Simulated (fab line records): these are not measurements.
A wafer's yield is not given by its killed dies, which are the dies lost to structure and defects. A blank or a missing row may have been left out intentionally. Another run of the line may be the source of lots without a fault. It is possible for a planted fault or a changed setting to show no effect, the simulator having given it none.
A lot that was struck, set against a sound lot / flow rit cmos / 22 out of 202 route steps
Sound: these wafers, L272.4, L272.5, L272.6. Wafers struck: L276.1, L276.3, L276.6. The cause comes at the end.
At each step with rows: each side's tool, then ch and its chambers, then its first start. Under that, the readings that differ: sound wafers / struck wafers / difference of the means / sigmas: that difference in standard deviations of wafers without a fault.
alike: readings with means less than 2 such deviations apart, plus words and numbers identical on both sides. not compared: withheld readings, readings lacking a value on some wafer, bounds such as >300 that could conceal the same value, and numbers that have no deviation in the record and whose values overlap.
A row with sigmas, a row that says differs or no value, or rows on one side alone: a step with any of these is where the two part. Numbers that don't overlap but have no deviation are shown without sigmas and don't part them. A reading missing from all wafers of one side parts the sides only when that side holds two or more wafers.

first, 2 steps without rows for these wafers: RIT_NSD_HARDBAKE_07 (time 60 s); RIT_NSD_IMPLANT_08.
RIT_NSD_STRIP_09: strips in O2, time 180 s.
  sound on plasma asher-04 ch 0,1, day 4 15:05; struck on plasma asher-03 ch 0, day 5 10:50
  alike: drypump motor current A
  not compared: rf hours counter h
RIT_NSD_TW_MEAS_10:
  sound on film metro-02 at day 4 15:14; struck on film metro-01 at day 5 11:01
  alike: NSD_TW
then, 6 steps without rows for these wafers: RIT_PSD_HMDS_00 (prime time 60 s); RIT_PSD_COAT_01 (resist thk 1000 nm); RIT_PSD_SOFTBAKE_02 (time 60 s); RIT_PSD_EXPOSE_03 (exposes mask M10, target cd 40900 nm); RIT_PSD_PEB_04; RIT_PSD_DEVELOP_05 (develop time 50 s).
RIT_PSD_OVL_MEAS_06:
  sound on overlay-02 at day 4 16:16; struck on overlay-01 at day 5 11:55
  alike: PSD_OVL
then, 1 step without rows for these wafers: RIT_PSD_HARDBAKE_07 (time 60 s).
RIT_PSD_IMPLANT_08:
  sound on implanter-03 ch 0, day 4 16:30; struck on implanter-01 ch 0, day 5 12:07
reading=beam energy keV; sound=27.008 27.004 27.007; struck=30.507 30.497 30.508; difference=+3.498; sigmas=+99 or more
reading=model.implant.rp nm (nm); sound=22.76 22.76 22.76; struck=24.49 24.49 24.49; difference=+1.73; sigmas=
reading=model.implant.drp nm (nm); sound=12.05 12.05 12.05; struck=13.13 13.13 13.13; difference=+1.08; sigmas=
  alike: tilt deg
RIT_PSD_STRIP_09: strips in O2, time 180 s.
  sound on plasma asher-01 ch 0,1, day 4 16:38; struck on plasma asher-03 ch 0,1, day 5 12:16
  alike: drypump motor current A
  not compared: rf hours counter h
RIT_PSD_TW_MEAS_10:
  sound on film metro-01 at day 4 16:47; struck on film metro-04 at day 5 12:26
reading=PSD_TW; sound=3482 3503 3494; struck=3563 3577 3578; difference=+80; sigmas=+3
then, 3 steps without rows for these wafers: RIT_SDANNEAL_CLEAN_00 (cleans in SC1, time 600 s); RIT_SDANNEAL_CLEAN_01 (cleans in dHF, time 30 s); RIT_SDANNEAL_CLEAN_02 (cleans in SC2, time 600 s).
RIT_SDANNEAL_RTA_03: time 5 s.
  sound on rtp anneal-02 ch 0, day 4 17:13; struck on rtp anneal-02 ch 0, day 5 12:52
  alike: wafer_temp_C_max
RIT_SDANNEAL_RS_MEAS_04: uses a four-point probe to measure.
  sound on film metro-01 at day 4 17:18; struck on film metro-04 at day 5 12:55
reading=PSD_RS (ohm/sq); sound=115.64 115.66 116.28; struck=108.57 108.61 108.84; difference=-7.19; sigmas=-26
RIT_SDANNEAL_RS_MEAS_05: uses a four-point probe to measure.
  sound on film metro-01 at day 4 17:25; struck on film metro-04 at day 5 13:02
  alike: NSD_RS
RIT_M1_PROBE_99:
  sound on prober-02 at day 5 00:53; struck on prober-02 at day 6 00:06
reading=model.etest.contact pplus.end ohm um; sound=42.39 43.38 43.51; struck=40.11 41.76 41.37; difference=-2.01; sigmas=
reading=model.etest.diode pplus nwell.bv v (V); sound=6.784 6.796 6.768; struck=6.886 6.851 6.847; difference=+0.079; sigmas=
reading=model.etest.vpnp.gain; sound=1.078 1.11 1.106; struck=1.17 1.168 1.177; difference=+0.07; sigmas=
reading=model.etest.diode pplus nwell.cj ff um2; sound=1.668 1.65 1.659; struck=1.613 1.615 1.615; difference=-0.045; sigmas=
reading=model.etest.diode pplus comb.cj ff um2; sound=1.964 1.947 1.945; struck=1.937 1.936 1.939; difference=-0.015; sigmas=
  alike: killed at contacts, killed at front end, killed dies, killed open, killed short

WHERE THEY PART
At RIT_PSD_IMPLANT_08 first; at RIT_SDANNEAL_RS_MEAS_04 last (within this record only). Later steps at which nothing parts them and some readings are alike: RIT_SDANNEAL_RS_MEAS_05, RIT_M1_PROBE_99.

WHY: what had been put in by the simulator
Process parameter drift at RIT_PSD_IMPLANT_08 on implanter-01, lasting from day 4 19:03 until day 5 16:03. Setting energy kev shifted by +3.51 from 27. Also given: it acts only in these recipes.
